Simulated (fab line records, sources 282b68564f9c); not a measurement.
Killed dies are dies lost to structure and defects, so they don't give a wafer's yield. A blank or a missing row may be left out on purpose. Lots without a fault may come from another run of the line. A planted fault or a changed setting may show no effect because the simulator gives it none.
A struck lot beside a sound one | flow rit_cmos | 14 steps out of a route of 202
Sound: wafers L302.1, L302.3, L302.5. Struck: wafers L317.2, L317.3, L317.4. The cause comes at the end.
At each step with rows: each side's tool, then ch and its chambers, then its first start. Under that, the readings that differ: sound wafers | struck wafers | difference of the means | sigmas: that difference in standard deviations of wafers without a fault.
alike: readings whose means differ by less than 2 such deviations, and words and numbers that are the same on both sides. not compared: withheld readings, readings that some wafer has no value for, bounds like >300 that may hide the same value, and numbers for which the record gives no deviation and whose values overlap.
The two part at a step that has a row with sigmas, a row that says differs or no value, or rows on one side only. Numbers that don't overlap but have no deviation are shown without sigmas and don't part them. A reading that every wafer of one side lacks parts them only if that side has two wafers or more.

first, 2 steps without rows for these wafers: RIT_NSD_PEB_04; RIT_NSD_DEVELOP_05 (develop time 51.3 s).
RIT_NSD_OVL_MEAS_06:
  sound on overlay-02, day 3 13:55; struck on overlay-02, day 6 10:42
  alike: NSD_OVL
then, 2 steps without rows for these wafers: RIT_NSD_HARDBAKE_07 (time 60 s); RIT_NSD_IMPLANT_08.
RIT_NSD_STRIP_09: strips in O2, time 180 s.
  sound on plasma_asher-02 ch 1, day 3 14:15; struck on plasma_asher-04 ch 0,1, day 6 11:02
  alike: drypump_motor_current_A
  not compared: rf_hours_counter_h
RIT_NSD_TW_MEAS_10:
  sound on film_metro-04, day 3 14:25; struck on film_metro-03, day 6 11:13
  alike: NSD_TW
then, 5 steps without rows for these wafers: RIT_PSD_HMDS_00 (prime time 60 s); RIT_PSD_COAT_01 (resist thk 1000 nm); RIT_PSD_SOFTBAKE_02 (time 60 s); RIT_PSD_EXPOSE_03 (exposes mask M10, target cd 40900 nm); RIT_PSD_PEB_04.
RIT_PSD_DEVELOP_05: develop time 50 s.
  sound on litho_track-04 ch 0, day 3 15:00; struck on litho_track-03, day 6 12:00
  no value came back on the struck wafers for chill_plate_temp_C (C), develop_time_s (s), resist_line_temp_C (C); on the sound wafers chill_plate_temp_C (C) reads 23.06 22.98 23.06
RIT_PSD_OVL_MEAS_06:
  sound on overlay-01, day 3 15:28; struck on overlay-01, day 6 12:07
  reading      | sound         | struck | difference                    | sigmas
  PSD_OVL (nm) | -0.6 1.4 -0.9 | - - -  | no value on the struck wafers |

WHERE THEY PART
First at RIT_PSD_DEVELOP_05; last, within this record, at RIT_PSD_OVL_MEAS_06.

WHY: what the simulator had put in
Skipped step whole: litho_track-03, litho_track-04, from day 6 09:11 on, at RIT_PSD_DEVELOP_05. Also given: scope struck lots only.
